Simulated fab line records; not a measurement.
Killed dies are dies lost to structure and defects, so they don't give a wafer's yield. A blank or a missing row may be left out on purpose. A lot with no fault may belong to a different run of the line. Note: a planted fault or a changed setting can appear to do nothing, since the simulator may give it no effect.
What tool caused it?	flow rit cmos	15 lots, 45 wafers sampled, at 4 steps of a route of 202

## WHAT EACH GAUGE READ, for each wafer
RIT_NWELL_TW_MEAS_10. Usual: NWELL_TW typically reads 2150, with standard deviation 9.1.
lot	measured	on	NWELL_TW	flag
L591	day 1 21:34	film metro-01	2151 2155 2160	
L593	day 2 06:52	film metro-02	2155 2142 2152	
L594	day 2 13:24	film metro-03	2156 2160 2153	
L596	day 2 22:29	film metro-01	2151 2151 2148	
L597	day 3 02:49	film metro-01	2143 2128 2133	
L600	day 3 18:45	film metro-02	2167 2163 2157	
L601	day 4 03:23	film metro-02	2160 2159 2158	
L602	day 4 04:50	film metro-02	2493 2495 2507 2491 2500 2481	OFF
L603	day 4 09:02	film metro-02	2499 2482 2502 2497 2504 2505	OFF
L604	day 5 00:07	film metro-03	2469 2496 2477 2477 2498 2492	OFF
L607	day 5 06:14	film metro-01	2148 2163 2161	
L611	day 6 02:44	film metro-03	2150 2147 2140	
L612	day 6 08:39	film metro-02	2152 2144 2150	
L613	day 6 12:36	film metro-02	2149 2165 2143	
L614	day 6 16:20	film metro-01	2156 2151 2157	

RIT_WELLDRIVE_RS_MEAS_01: uses a four-point probe to measure. Usual: NWELL_RS typically reads 275.6 ohm/sq, with standard deviation 0.73.
lot	measured	on	NWELL_RS (ohm/sq)	flag
L591	day 2 04:29	film metro-01	274.5 275.4 275.1	
L593	day 2 13:36	film metro-02	275.4 275.8 275.7	
L594	day 2 20:06	film metro-02	276.7 276.4 275.3	
L596	day 3 05:11	film metro-02	275.8 275.0 274.9	
L597	day 3 09:48	film metro-02	276.1 275.8 276.1	
L600	day 4 02:34	film metro-03	276.3 275.9 275.2	
L601	day 4 10:13	film metro-02	275.2 274.9 274.7	
L602	day 4 15:22	film metro-03	208.9 208.6 209.1 208.5 208.3 208.9	OFF
L603	day 4 17:28	film metro-02	207.9 208.1 207.3 207.9 208.0 207.5	OFF
L604	day 5 09:49	film metro-01	208.2 207.8 208.4 207.8 207.8 208.6	OFF
L607	day 5 13:41	film metro-03	276.3 276.1 275.7	
L611	day 6 09:59	film metro-02	275.0 275.3 275.0	
L612	day 6 15:23	film metro-02	275.3 276.3 275.3	
L613	day 6 19:27	film metro-01	273.4 274.2 275.3	
L614	day 6 23:15	film metro-02	275.2 276.6 275.6	

RIT_NRETRO_OVL_MEAS_06. Usual: NRETRO_OVL typically reads 0.7 nm, with standard deviation 1.2.
lot	measured	on	NRETRO_OVL (nm)	flag
L591	day 2 05:53	overlay-01	1.8 2.7 2.1	
L593	day 2 14:57	overlay-01	3.7 2.2 3.1	
L594	day 2 21:22	overlay-02	-0.8 0.2 -0.3	
L596	day 3 06:26	overlay-02	-1.2 -1.0 1.5	
L597	day 3 10:53	overlay-01	-2.0 0.3 -0.6	
L600	day 4 03:48	overlay-02	0.6 1.3 -0.2	
L601	day 4 11:27	overlay-02	0.3 1.7 0.4	
L607	day 5 15:08	overlay-01	-0.3 -0.9 0.1	
L611	day 6 11:05	overlay-02	-0.1 1.2 -0.1	
L612	day 6 16:29	overlay-01	1.0 0.3 1.4	
L613	day 6 20:46	overlay-02	0.9 1.0 1.3	
L614	day 7 00:24	overlay-01	0.4 -1.9 -0.5	

## TOOL THAT RAN EACH LOT (tool first, then ch and the chambers of the sampled wafers, then the start)
lot	RIT_NWELL_IMPLANT_08
L591	implanter-04 ch 0, day 1 21:14
L593	implanter-01 ch 0, day 2 06:34
L594	implanter-04 ch 0, day 2 13:05
L596	implanter-04 ch 0, day 2 22:10
L597	implanter-02 ch 0, day 3 02:32
L600	implanter-04 ch 0, day 3 18:26
L601	implanter-01 ch 0, day 4 03:05
L602	implanter-04 ch 0, day 4 04:31
L603	implanter-04 ch 0, day 4 08:44
L604	implanter-04 ch 0, day 4 23:48
L607	implanter-01 ch 0, day 5 05:54
L611	implanter-02 ch 0, day 6 02:25
L612	implanter-01 ch 0, day 6 08:22
L613	implanter-02 ch 0, day 6 12:19
L614	implanter-02 ch 0, day 6 16:01
- RIT_NWELL_IMPLANT_08

## AS READ BY THE TOOLS THEMSELVES (means over the sampled wafers that have a number; for cases with no such wafer, the mark the record gives instead)
RIT_NWELL_IMPLANT_08. Usual: dose ions cm2 4.999e+13, standard deviation 5.8e+10; end station pressure torr 5.14e-06 Torr, standard deviation 2.8e-07; faraday current uA 158, standard deviation 3.1.
lot	tool	dose ions cm2	end station pressure torr (Torr)	faraday current uA	flag
L591	implanter-04	4.996e+13	5.17e-06	162	
L593	implanter-01	5.003e+13	5.35e-06	159	
L594	implanter-04	5.000e+13	5.06e-06	158	
L596	implanter-04	5.003e+13	4.99e-06	157	
L597	implanter-02	4.997e+13	5.43e-06	157	
L600	implanter-04	5.000e+13	5.24e-06	161	
L601	implanter-01	5.006e+13	5.20e-06	158	
L602	implanter-04	8.002e+13	5.25e-06	250	OFF
L603	implanter-04	7.993e+13	5.31e-06	253	OFF
L604	implanter-04	7.999e+13	5.00e-06	252	OFF
L607	implanter-01	4.987e+13	4.88e-06	159	
L611	implanter-02	4.998e+13	5.10e-06	160	
L612	implanter-01	4.996e+13	5.17e-06	160	
L613	implanter-02	5.002e+13	5.29e-06	157	
L614	implanter-02	5.003e+13	5.19e-06	157	

## THE ANSWER, worked out from the rows above alone
Rule: take the mean of a lot's wafers that have a number; if it is more than 3 standard deviations from the usual mean, the lot is off. Also off: a lot with no number at a reading for which 4 or more lots have one. The other lots that the step has rows for count as sound. The gauges are gone through in route order, then the tools' own readings, and for those a lot's mean is taken as printed above. At the first step where some lot is off, the reading lying furthest off is the one used; lots without a number count as furthest.
Off: L602, L603, L604, seen at RIT_NWELL_TW_MEAS_10 (NWELL_TW).
If a tool, at a process step before that reading, ran all the lots that are off and no sound lot after the first of them, it fits. Not tried: the gauges at RIT_NWELL_TW_MEAS_10; whatever is off there is also off at RIT_NWELL_IMPLANT_08, on other tools, and gauge error can't account for it. One fits: RIT_NWELL_IMPLANT_08 on implanter-04. A fault onset in the window from L600 (day 3 18:26, its last sound lot) to L602 (day 4 04:31, its first lot off) fits.
The tool's own readings at RIT_NWELL_IMPLANT_08 bear it out: on the lots that are off they differ by more than 5 times the standard deviation of the sound lots' means. dose ions cm2 reads 7.998e+13 there against 4.999e+13 on the sound lots; faraday current uA reads 252 there against 159 on the sound lots.

## WHAT THE SIMULATOR HAD PUT IN
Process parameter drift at RIT_NWELL_IMPLANT_08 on implanter-04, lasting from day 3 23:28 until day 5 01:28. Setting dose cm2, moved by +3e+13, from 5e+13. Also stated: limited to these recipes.
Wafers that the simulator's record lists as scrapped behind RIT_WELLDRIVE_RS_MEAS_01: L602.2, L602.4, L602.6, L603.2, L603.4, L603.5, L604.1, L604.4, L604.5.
Lots struck among those shown: L602, L603, L604. This agrees with what the rule above found.
